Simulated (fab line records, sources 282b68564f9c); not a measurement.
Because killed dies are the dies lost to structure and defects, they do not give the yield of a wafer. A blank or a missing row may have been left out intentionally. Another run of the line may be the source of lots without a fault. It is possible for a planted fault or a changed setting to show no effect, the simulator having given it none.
fab line records    flow rit-cmos
record lots=5  wafers=15  last-day=6
route steps=202 shown SILICIDE@161 CONTACT@168 M1@202
lots with no fault: from the same line, run without faults
start-h: hours from the record's first day to the start of the lot's first wafer shown    wait-h: hours elapsed since this lot's preceding step    " same as the row above    L1.1+2: a row that stands for several wafers    - no value, or no start was given    * or withheld: withheld    < > ~ a bound
route shown NAME@n: NAME is a module with steps in the file, n the number in the route of the first one    usual: average and standard deviation across the fault-free wafers    same: alike in all rows    chamber/n: place in a boat    sites: the reading at each site    _std_site: the values' standard deviation    _edge_site: inner sites' mean taken away from outer sites' mean    radius-mm: for every site, how far away it sits from the centre of the wafer    mask NAME#n: copy n    behind: the tool/chamber that last shaped the wafer    hold: what put the lot on hold/how long, in hours/how the hold closed    device: whichever transistor did not switch (one of n, p or np)    end of line: tests of these same wafers at the route's end    step lacking rows: just its recipe    killed: the dies lost at the first sort to structure and to defects; this is not the yield of the wafer    map: a wafer's dies, marking killed ones x, the rest . and places with no die _
set.NAME: the run value of the setting; set.NAME@STEP: its run value at that earlier step    model.NAME: the simulator's own value behind a step, which no gauge read
lots at selected steps of the route; one table per step, one row per wafer
services: a tool's chamber out of use, with start hour (start-h, from the record's first day; less than 0 if before it), hours out, and reason
## steps
# step RIT_SILICIDE_WET_ETCH_00
# recipe chemistry=BOE  target=SiO2  target-depth-nm=14  time-s=15  dry=n2-spin  dilution=10:1  temp-c=21.5
# step RIT_SILICIDE_SPUTTER_01
# recipe material=Ti  target-thk-nm=30  power-w=350  chamber-pressure-pa=0.667  gas=Ar  time-s=240  substrate-temp-c=25
# usual throttle-valve-pct=30.4/0.7
lot.wafer  tool            chamber  start-h  wait-h  throttle-valve-pct
L380.4     pvd-sputter-03  -        62.78    0.0     31.0
L380.5     "               -        "        "       31.1
L380.6     "               -        "        "       29.4
L384.4     pvd-sputter-03  -        84.57    0.1     31.1
L384.5     "               -        "        "       30.5
L384.6     "               -        "        "       30.1
L387.1     pvd-sputter-04  -        97.50    0.0     30.4
L387.2     "               -        "        "       31.2
L387.4     "               -        "        "       30.6
L393.2     pvd-sputter-04  -        131.97   0.0     30.8
L393.3     "               -        "        "       31.6
L393.4     "               -        "        "       31.5
L396.2     pvd-sputter-04  -        143.85   0.0     31.5
L396.3     "               -        "        "       30.2
L396.6     "               -        "        "       31.4
# step RIT_SILICIDE_RS_MEAS_02
# recipe thk-meas-gauge=four-point-probe  reads=Ti_of_SILICIDE_SPUTTER_01
# usual SILICIDE_TI_RS=48.2/0.69
lot.wafer  tool           chamber  start-h  wait-h  SILICIDE_TI_RS[ohm/sq]
L380.4     film-metro-01  -        62.99    0.1     49.2
L380.5     "              -        "        "       49.0
L380.6     "              -        "        "       48.5
L384.4     film-metro-02  -        84.70    0.1     49.1
L384.5     "              -        "        "       48.2
L384.6     "              -        "        "       48.0
L387.1     film-metro-02  -        97.65    0.1     46.5
L387.2     "              -        "        "       47.8
L387.4     "              -        "        "       47.3
L393.2     film-metro-01  -        132.14   0.1     48.1
L393.3     "              -        "        "       48.9
L393.4     "              -        "        "       48.7
L396.2     film-metro-02  -        144.02   0.1     48.7
L396.3     "              -        "        "       47.9
L396.6     "              -        "        "       49.0
# step RIT_SILICIDE_THK_MEAS_03
# recipe thk-meas-gauge=xrf  reads=Ti_of_SILICIDE_SPUTTER_01
# usual SILICIDE_TI_THK=29.5/0.39
lot.wafer  tool           chamber  start-h  wait-h  SILICIDE_TI_THK[nm]
L380.4     film-metro-01  -        63.08    0.1     28.9
L380.5     "              -        "        "       29.2
L380.6     "              -        "        "       29.2
L384.4     film-metro-02  -        84.79    0.1     29.1
L384.5     "              -        "        "       29.6
L384.6     "              -        "        "       29.6
L387.1     film-metro-02  -        97.77    0.1     30.2
L387.2     "              -        "        "       29.7
L387.4     "              -        "        "       29.9
L393.2     film-metro-01  -        132.25   0.1     29.5
L393.3     "              -        "        "       29.2
L393.4     "              -        "        "       29.1
L396.2     film-metro-02  -        144.13   0.1     29.2
L396.3     "              -        "        "       29.4
L396.6     "              -        "        "       29.0
# step RIT_SILICIDE_RTA_04
# recipe temp-c=650  time-s=10  idle-temp-c=25  ramp-up-s=5  ramp-down-s=5  cool-to-c=25  ambient=N2
# usual wafer_temp_C_max=653.2/0.67
lot.wafer  tool           chamber  start-h  wait-h  wafer_temp_C_max
L380.4     rtp-anneal-01  0        63.14    0.1     653.2
L380.5     "              0        "        "       652.7
L380.6     "              0        "        "       651.8
L384.4     rtp-anneal-01  0        84.86    0.1     652.4
L384.5     "              0        "        "       653.4
L384.6     "              0        "        "       651.6
L387.1     rtp-anneal-02  0        97.83    0.1     653.9
L387.2     "              0        "        "       653.5
L387.4     "              0        "        "       654.0
L393.2     rtp-anneal-02  0        132.31   0.1     653.0
L393.3     "              0        "        "       654.0
L393.4     "              0        "        "       653.5
L396.2     rtp-anneal-01  0        144.20   0.1     652.7
L396.3     "              0        "        "       652.3
L396.6     "              0        "        "       652.7
# step RIT_SILICIDE_WET_ETCH_05
# recipe chemistry=SPM  target=Ti  temp-c=90  time-s=120  dry=n2-spin
# step RIT_SILICIDE_RTA_06
# recipe temp-c=750  time-s=10  idle-temp-c=25  ramp-up-s=5  ramp-down-s=10  cool-to-c=25  ambient=N2
# usual wafer_temp_C_max=753.9/0.81
lot.wafer  tool           chamber  start-h  wait-h  wafer_temp_C_max
L380.4     rtp-anneal-02  0        63.25    0.0     753.5
L380.5     "              0        "        "       754.6
L380.6     "              0        "        "       754.0
L384.4     rtp-anneal-02  0        85.01    0.0     753.9
L384.5     "              0        "        "       753.3
L384.6     "              0        "        "       754.2
L387.1     rtp-anneal-01  0        97.94    0.0     754.8
L387.2     "              0        "        "       753.3
L387.4     "              0        "        "       754.0
L393.2     rtp-anneal-01  0        132.43   0.0     753.8
L393.3     "              0        "        "       754.4
L393.4     "              0        "        "       754.3
L396.2     rtp-anneal-02  0        144.35   0.0     753.5
L396.3     "              0        "        "       753.3
L396.6     "              0        "        "       753.6
# step RIT_CONTACT_CVD_00
# recipe material=SiO2  target-thk-nm=400  precursor=TEOS  temp-c=390  time-s=61  rf-w=400
# usual heater-power-w=316/53
lot.wafer  tool      chamber  start-h  wait-h  heater-power-w
L380.4     pecvd-02  2        63.31    0.0     314
L380.5     "         0        "        "       344
L380.6     "         1        "        "       298
L384.4     pecvd-01  2        85.07    0.0     277
L384.5     "         0        "        "       391
L384.6     "         1        "        "       329
L387.1     pecvd-01  2        98.01    0.1     257
L387.2     "         1        "        "       293
L387.4     "         1        "        "       305
L393.2     pecvd-04  0        132.48   0.0     180
L393.3     "         1        "        "       318
L393.4     "         0        "        "       199
L396.2     pecvd-04  0        144.41   0.0     187
L396.3     "         1        "        "       345
L396.6     "         1        "        "       255
# step RIT_CONTACT_THK_MEAS_01
# recipe reads=SiO2_of_CONTACT_CVD_00
# usual CONTACT_TEOS_THK=400/5.5
lot.wafer  tool           chamber  start-h  wait-h  CONTACT_TEOS_THK[nm]
L380.4     film-metro-01  -        63.37    0.0     405
L380.5     "              -        "        "       402
L380.6     "              -        "        "       399
L384.4     film-metro-01  -        85.12    0.0     399
L384.5     "              -        "        "       400
L384.6     "              -        "        "       409
L387.1     film-metro-03  -        98.06    0.0     400
L387.2     "              -        "        "       409
L387.4     "              -        "        "       416
L393.2     film-metro-03  -        132.54   0.0     399
L393.3     "              -        "        "       400
L393.4     "              -        "        "       410
L396.2     film-metro-01  -        144.47   0.0     399
L396.3     "              -        "        "       399
L396.6     "              -        "        "       404
# step RIT_CONTACT_HMDS_02
# recipe prime-time-s=60  prime-temp-c=140
# step RIT_CONTACT_COAT_03
# recipe resist=NOVOLAK  spin-rpm=3250  resist-thk-nm=1009
# step RIT_CONTACT_SOFTBAKE_04
# recipe resist=NOVOLAK  temp-c=90  time-s=60
# step RIT_CONTACT_EXPOSE_05
# recipe mask-id=M11  na=0.6  source-shape=conventional  sigma-outer=0.5  target-cd-nm=1000  dose-mj=250
# usual exposure-dose-mJ-cm2=250.56/0.25
lot.wafer  tool              chamber  start-h  wait-h  mask   exposure-dose-mJ-cm2
L380.4     iline-stepper-01  0        63.91    0.1     M11#0  250.12
L380.5     "                 0        "        "       M11#0  250.54
L380.6     "                 0        "        "       M11#0  250.08
L384.4     iline-stepper-01  0        85.66    0.1     M11#0  250.45
L384.5     "                 0        "        "       M11#0  250.36
L384.6     "                 0        "        "       M11#0  250.08
L387.1     iline-stepper-01  0        98.57    0.1     M11#0  248.28
L387.2     "                 0        "        "       M11#0  248.30
L387.4     "                 0        "        "       M11#0  248.52
L393.2     iline-stepper-02  0        133.16   0.1     M11#0  250.68
L393.3     "                 0        "        "       M11#0  250.96
L393.4     "                 0        "        "       M11#0  250.52
L396.2     iline-stepper-02  0        144.99   0.1     M11#0  250.69
L396.3     "                 0        "        "       M11#0  250.07
L396.6     "                 0        "        "       M11#0  250.23
# step RIT_CONTACT_PEB_06
# recipe resist=NOVOLAK  temp-c=withheld  time-s=withheld
# step RIT_CONTACT_DEVELOP_07
# recipe resist=NOVOLAK  develop-time-s=120  dev-temp-c=23
# step RIT_CONTACT_CD_MEAS_08
# recipe target-cd-nm=1000
# usual cd-nm=1000.7/2.1
lot.wafer  tool       chamber  start-h  wait-h  cd-nm
L380.4     cd-sem-01  -        64.42    -       999.9
L380.5     "          -        "        "       997.3
L380.6     "          -        "        "       999.0
L384.4     cd-sem-01  -        86.18    -       1002.8
L384.5     "          -        "        "       1003.3
L384.6     "          -        "        "       1003.8
L387.1     cd-sem-02  -        99.09    -       1014.9
L387.2     "          -        "        "       1019.8
L387.4     "          -        "        "       1012.2
L393.2     cd-sem-01  -        133.68   -       1002.1
L393.3     "          -        "        "       1002.4
L393.4     "          -        "        "       1003.4
L396.2     cd-sem-01  -        145.51   -       1003.2
L396.3     "          -        "        "       1003.4
L396.6     "          -        "        "       1003.4
# step RIT_CONTACT_OVL_MEAS_09
# usual CONTACT_OVL=0.5/1.1
lot.wafer  tool        chamber  start-h  wait-h  CONTACT_OVL[nm]
L380.4     overlay-01  -        64.50    0.1     1.9
L380.5     "           -        "        "       1.7
L380.6     "           -        "        "       2.0
L384.4     overlay-02  -        86.26    0.1     1.6
L384.5     "           -        "        "       1.3
L384.6     "           -        "        "       -0.2
L387.1     overlay-02  -        99.21    0.1     -0.1
L387.2     "           -        "        "       -0.5
L387.4     "           -        "        "       -0.4
L393.2     overlay-02  -        133.78   0.1     -0.9
L393.3     "           -        "        "       1.1
L393.4     "           -        "        "       1.9
L396.2     overlay-02  -        145.61   0.1     -0.9
L396.3     "           -        "        "       -0.3
L396.6     "           -        "        "       -0.4
# step RIT_CONTACT_HARDBAKE_10
# recipe resist=NOVOLAK  temp-c=140  time-s=60
# step RIT_CONTACT_ETCH_11
# recipe target-depth-a=4800  over-etch-frac=0.2  stop-on=TiSi2  chemistry=CHF3/CF4/Ar  target=SiO2  CHF3_flow_sccm=50  cf4-flow-sccm=10  Ar_flow_sccm=100  O2_flow_sccm=5  pressure-mtorr=100  rf-w=207.2  time-s=320
# usual drypump-motor-current-A=5.9/0.42  oes-product-au=0.994/0.019  throttle-valve-pct=8.86/0.09
lot.wafer  tool         chamber  start-h  wait-h  drypump-motor-current-A  oes-product-au  rf-hours-counter-h  throttle-valve-pct  model.CONTACT.cd-nm
L380.4     rie-diel-03  1        64.67    0.1     6.8                      0.990           158                 8.97                1000
L380.5     "            1        "        "       6.8                      0.982           -                   8.98                997.8
L380.6     "            2        "        "       5.3                      0.997           -                   8.82                998.9
L384.4     rie-diel-03  1        86.42    0.1     6.8                      0.986           159                 8.98                1004
L384.5     "            2        "        "       5.3                      0.982           -                   8.83                1003
L384.6     "            3        "        "       6.4                      0.975           -                   8.89                1005
L387.1     rie-diel-02  2        99.39    0.1     5.9                      0.987           20                  8.94                1015
L387.2     "            1        "        "       5.6                      1.029           99                  8.77                1020
L387.4     "            0        "        "       5.4                      1.010           92                  8.92                1012
L393.2     rie-diel-03  1        133.98   0.1     6.8                      0.976           0                   8.95                1002
L393.3     "            3        "        "       6.4                      0.970           21                  8.87                1003
L393.4     "            2        "        "       5.3                      0.993           7                   8.81                1003
L396.2     rie-diel-03  2        145.79   0.1     5.3                      0.992           8                   8.85                1003
L396.3     "            1        "        "       6.8                      0.984           0                   8.95                1004
L396.6     "            1        "        "       6.8                      0.993           -                   8.97                1004
# step RIT_CONTACT_STRIP_12
# recipe chemistry=O2  time-s=180  resist=NOVOLAK  platen-temp-c=withheld  power-w=500  pressure-mtorr=4000  o2-flow-sccm=4000
# usual drypump-motor-current-A=5.8/0.59
lot.wafer  tool             chamber  start-h  wait-h  drypump-motor-current-A  rf-hours-counter-h
L380.4     plasma-asher-03  1        64.92    0.2     4.9                      -
L380.5     "                0        "        "       6.4                      -
L380.6     "                1        "        "       4.9                      -
L384.4     plasma-asher-04  0        86.68    0.2     6.0                      -
L384.5     "                1        "        "       5.8                      -
L384.6     "                0        "        "       6.0                      -
L387.1     plasma-asher-01  0        99.59    0.1     5.2                      47
L387.2     "                1        "        "       6.5                      47
L387.4     "                1        "        "       6.5                      -
L393.2     plasma-asher-01  0        134.18   0.1     5.2                      53
L393.3     "                1        "        "       6.5                      -
L393.4     "                0        "        "       5.3                      -
L396.2     plasma-asher-01  1        145.99   0.1     6.5                      54
L396.3     "                1        "        "       6.5                      -
L396.6     "                0        "        "       5.2                      -
# step RIT_M1_PROBE_99
# usual killed-at-front-end=7/3.3  killed-dies=7/3.3  killed-open=3.3/1.9  killed-short=3.6/2.1
# same gross-dies=264  killed_at_M0_to_M3=0  killed_at_M4_up=0  killed-at-back-side=0  killed-at-contacts=0  killed-at-other=0
lot.wafer  tool       chamber  start-h  wait-h  killed-at-front-end  killed-dies  killed-open  killed-short  model.etest.contact-to-gate.bv-left-v  model.etest.contact-to-gate.bv-right-v
L380.4     prober-01  -        69.76    0.2     2                    2            1            1             90.48                                  91.15
L380.5     prober-01  -        69.81    0.2     5                    5            4            1             91.43                                  91.2
L380.6     prober-01  -        69.86    0.2     4                    4            1            3             93.07                                  94.33
L384.4     prober-01  -        92.00    0.2     1                    1            1            0             87.56                                  92.2
L384.5     prober-01  -        92.05    0.2     5                    5            3            2             89.16                                  90.73
L384.6     prober-01  -        92.10    0.2     7                    7            3            4             89.72                                  89.97
L387.1     prober-02  -        104.41   0.1     7                    7            3            4             84.79                                  85.05
L387.2     prober-02  -        104.46   0.1     12                   12           5            7             84.35                                  84.02
L387.4     prober-02  -        104.56   0.2     13                   13           7            6             88.66                                  87.41
L393.2     prober-02  -        139.06   0.1     6                    6            3            3             90.15                                  87.5
L393.3     prober-02  -        139.11   0.2     2                    2            1            1             87.72                                  89.86
L393.4     prober-02  -        139.16   0.2     6                    6            3            3             86.94                                  89.84
L396.2     prober-01  -        150.71   0.1     7                    7            4            3             90.08                                  90.96
L396.3     prober-01  -        150.76   0.2     1                    1            0            1             90.78                                  92.26
L396.6     prober-01  -        150.91   0.2     9                    9            3            6             89.66                                  90.59
# killed by level:class
L380.4 SPACER:geometric-particle:open=1 SILICIDE:geometric-particle:short=1
L380.5 FOX1:geometric-particle:open=2 FOX2:geometric-particle:short=1 GATE:geometric-particle:open=1 REOX:geometric-particle:open=1
L380.6 FOX1:geometric-particle:short=1 FOX1:geometric-particle:open=1 REOX:geometric-particle:short=1 SPACER:geometric-particle:short=1
L384.4 REOX:geometric-particle:open=1
L384.5 FOX1:geometric-particle:open=1 FOX2:geometric-particle:short=1 GATE:geometric-particle:open=1 GATE:geometric-particle:short=1 SPACER:geometric-particle:open=1
L384.6 SPACER:geometric-particle:short=3 FOX1:geometric-particle:short=1 FOX2:geometric-particle:open=1 REOX:geometric-particle:open=1 SPACER:geometric-particle:open=1
L387.1 GATE:geometric-particle:short=2 FOX2:geometric-particle:open=1 REOX:geometric-particle:short=1 SPACER:geometric-particle:open=1 SPACER:geometric-particle:short=1 SILICIDE:geometric-particle:open=1
L387.2 SPACER:geometric-particle:short=3 FOX2:geometric-particle:short=2 SILICIDE:geometric-particle:open=2 FOX1:geometric-particle:open=1 GATE:geometric-particle:short=1 GATE:geometric-particle:open=1 SPACER:geometric-particle:open=1 SILICIDE:geometric-particle:short=1
L387.4 GATE:geometric-particle:short=3 SILICIDE:geometric-particle:open=3 REOX:geometric-particle:open=2 SILICIDE:geometric-particle:short=2 FOX1:geometric-particle:open=1 FOX2:geometric-particle:short=1 GATE:geometric-particle:open=1
L393.2 GATE:geometric-particle:open=3 FOX1:geometric-particle:short=1 GATE:geometric-particle:short=1 REOX:geometric-particle:short=1
L393.3 GATE:geometric-particle:open=1 GATE:geometric-particle:short=1
L393.4 GATE:geometric-particle:short=2 FOX1:geometric-particle:open=1 GATE:geometric-particle:open=1 REOX:geometric-particle:open=1 SPACER:geometric-particle:short=1
L396.2 GATE:geometric-particle:open=3 GATE:geometric-particle:short=2 REOX:geometric-particle:short=1 SPACER:geometric-particle:open=1
L396.3 SPACER:geometric-particle:short=1
L396.6 REOX:geometric-particle:short=5 GATE:geometric-particle:open=2 FOX2:geometric-particle:short=1 REOX:geometric-particle:open=1
## services
tool              chamber  start-h  hours  kind
plasma-asher-03   -        41.25    0.8    repair
iline-stepper-02  -        46.59    15.0   repair
iline-stepper-02  -        61.61    1.7    pm
rie-diel-02       3        67.37    15.7   repair
rie-diel-03       1        68.17    6.2    repair
rie-diel-03       0        68.49    5.7    repair
rtp-anneal-01     -        68.49    3.4    pm
pecvd-01          0        73.49    4.4    repair
rie-diel-03       -        85.58    0.6    repair
rie-diel-03       2        96.21    16.5   repair
plasma-asher-03   -        99.91    28.1   pm
pvd-sputter-03    -        102.80   12.0   repair
pecvd-02          -        103.98   14.6   pm
rie-diel-03       1        112.70   -      clean
rie-diel-03       1        112.70   15.8   scheduled-down
rie-diel-03       1        112.70   15.8   vent-cycle
rie-diel-03       3        121.65   1.3    repair
plasma-asher-01   -        129.07   1.5    repair
iline-stepper-01  -        130.23   28.9   pm
plasma-asher-03   -        136.23   5.4    repair
rie-diel-03       3        139.45   32.5   repair
pecvd-01          -        142.63   0.5    repair
## key
first-sign step=RIT_CONTACT_EXPOSE_05  reading=exposure-dose-mJ-cm2  direction=down  sigmas=8.7  usual=250.56  struck=248.37
effect step=RIT_CONTACT_CD_MEAS_08  reading=cd-nm  direction=up  sigmas=7  usual=1000.7  struck=1015.6  through=control-loop
model-effect step=RIT_CONTACT_ETCH_11  value=CONTACT.cd-nm  without=1000  struck=1016
model-effect step=RIT_M1_PROBE_99  value=etest.contact-to-gate.bv-left-v  without=89.83  struck=85.93
met-at RIT_CONTACT_EXPOSE_05
struck-wafers L387.1,L387.2,L387.4
tester-left-out L387
loop-trim step=RIT_CONTACT_EXPOSE_05  setting=dose  lots=L387
onset-between 85.66 98.57
fault kind=process-parameter-drift  tool=iline-stepper-01  chamber=-  onset-h=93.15  steps=RIT_CONTACT_EXPOSE_05  channel=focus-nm  offset=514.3  spread-by-wafer=0.3  shape=step  end-h=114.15
# tester-left-out: of these lots the tester's yield and bins aren't shown, on N5 and GAA mostly nor the transistor test; their killed dies are dies lost to structure and defects alone, not to doping, threshold or leakage, so they don't give the yield
# loop-trim: a control loop set the setting to another value than it would have without faults
